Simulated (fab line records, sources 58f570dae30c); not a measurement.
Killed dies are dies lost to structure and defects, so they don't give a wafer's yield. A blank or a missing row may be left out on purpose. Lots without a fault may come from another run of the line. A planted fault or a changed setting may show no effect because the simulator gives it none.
Problem report in the 8D (eight disciplines) form, filled by code | flow berkeley_cmos170 | the parts of the form that need people (team, actions taken, sign-off) are left out

1. THE PROBLEM
NSD_TW at UCB170_NSD_TW_MEAS_10 reads a mean of 3992 on 6 wafers of 2 lots; wafers without a fault read 4168 with a standard deviation of 34. That is -5.2 standard deviations from the usual mean.
First seen on wafer L565.3, day 10 14:07, on film_metro-02. The record holds 42 wafers of 14 lots with a number at this step. Rule for "out", or "out of limits": more than 4 standard deviations from the usual mean. The other wafers with a number count as sound.

2. WHAT IT IS AND WHAT IT IS NOT
question                    | is                           | is not
which readings at this step | NSD_TW                       | -
which lots                  | L565, L569                   | L549, L550, L551, L552, L553, L554, L556, L557, L559, L561, L570, L571
which wafers of those lots  | all that have a number       | -
read on which gauges        | film_metro-02, film_metro-04 | film_metro-03
when                        | from day 10 14:07            | up to then (30 sound wafers); but 6 sound wafers of L570, L571 came after

3. SUSPECTS, AND WHAT RULES EACH OUT
Counting: a tool at a process step up to the reading stays a suspect if it ran every lot that is out and no sound lot after the first of them.
- the gauge at UCB170_NSD_TW_MEAS_10: ruled out. The wafers that are out were read on 2 gauges (film_metro-02, film_metro-04).
- implanter-04 at UCB170_NSD_IMPLANT_08: kept. It ran every lot that is out, first L565 (day 10 13:54), and no sound lot after that; its last sound lot up to then is L561 (day 9 13:04). Its own readings are out on those wafers: dose_ions_cm2, faraday_current_uA.
Left after counting: implanter-04 at UCB170_NSD_IMPLANT_08.

4. THE CAUSE (what the simulator had put in)
Process parameter drift: implanter-04, from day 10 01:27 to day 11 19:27, at UCB170_NSD_IMPLANT_08. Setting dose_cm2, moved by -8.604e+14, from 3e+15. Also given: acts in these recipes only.
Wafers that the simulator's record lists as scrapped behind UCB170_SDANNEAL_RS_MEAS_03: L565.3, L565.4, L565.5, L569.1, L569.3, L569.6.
Counting left only this tool.

5. THE CHAIN OF EFFECTS, in route order
Each row: a reading whose mean over the struck wafers that have a number lies more than 3 standard deviations from the usual. Only readings for which the record gives a usual standard deviation are gone through. hours: the time from each lot's start at the first step in this table that gives one to its start at this step, as a median over the lots. sigmas: the change in usual standard deviations.
hours | step                       | reading                   | usual         | on struck wafers | change    | sigmas
0     | UCB170_NSD_IMPLANT_08      | dose_ions_cm2             | 3e+15         | 2e+15            | -9e+14    | -99 or more
0     | UCB170_NSD_IMPLANT_08      | end_station_pressure_torr | 1.26e-05 Torr | 9.98e-06         | -2.62e-06 | -4.3
0     | UCB170_NSD_IMPLANT_08      | faraday_current_uA        | 9253          | 6626             | -2628     | -15
0     | UCB170_NSD_STRIP_09        | oes_product_au            | 0.534 a.u.    | 0.566            | +0.031    | +7.3
0     | UCB170_NSD_STRIP_09        | strip_time_to_endpoint_s  | 35.81 s       | 32.60            | -3.21     | -45
0     | UCB170_NSD_TW_MEAS_10      | NSD_TW                    | 4168          | 3992             | -176      | -5.2
5     | UCB170_SDANNEAL_RS_MEAS_03 | NSD_RS                    | 37.20 ohm/sq  | 44.74            | +7.54     | +97
The process steps in it:
- UCB170_NSD_IMPLANT_08
- UCB170_NSD_STRIP_09: strips in O2.

6. WHAT WOULD HAVE CAUGHT IT SOONER
In this record the first reading out of limits at a measuring or inspecting step was taken at day 10 14:07, 13 hours after the fault began at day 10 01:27.
The tool's own readings at UCB170_NSD_IMPLANT_08 were out on every struck wafer that the step has a row for (dose_ions_cm2, faraday_current_uA): an alarm limit on them would have fired on the first of those.
Of the lots that are out (2), L569 began UCB170_NSD_IMPLANT_08 on implanter-04 after day 10 14:07. A hold on the tool at that time would have spared it.
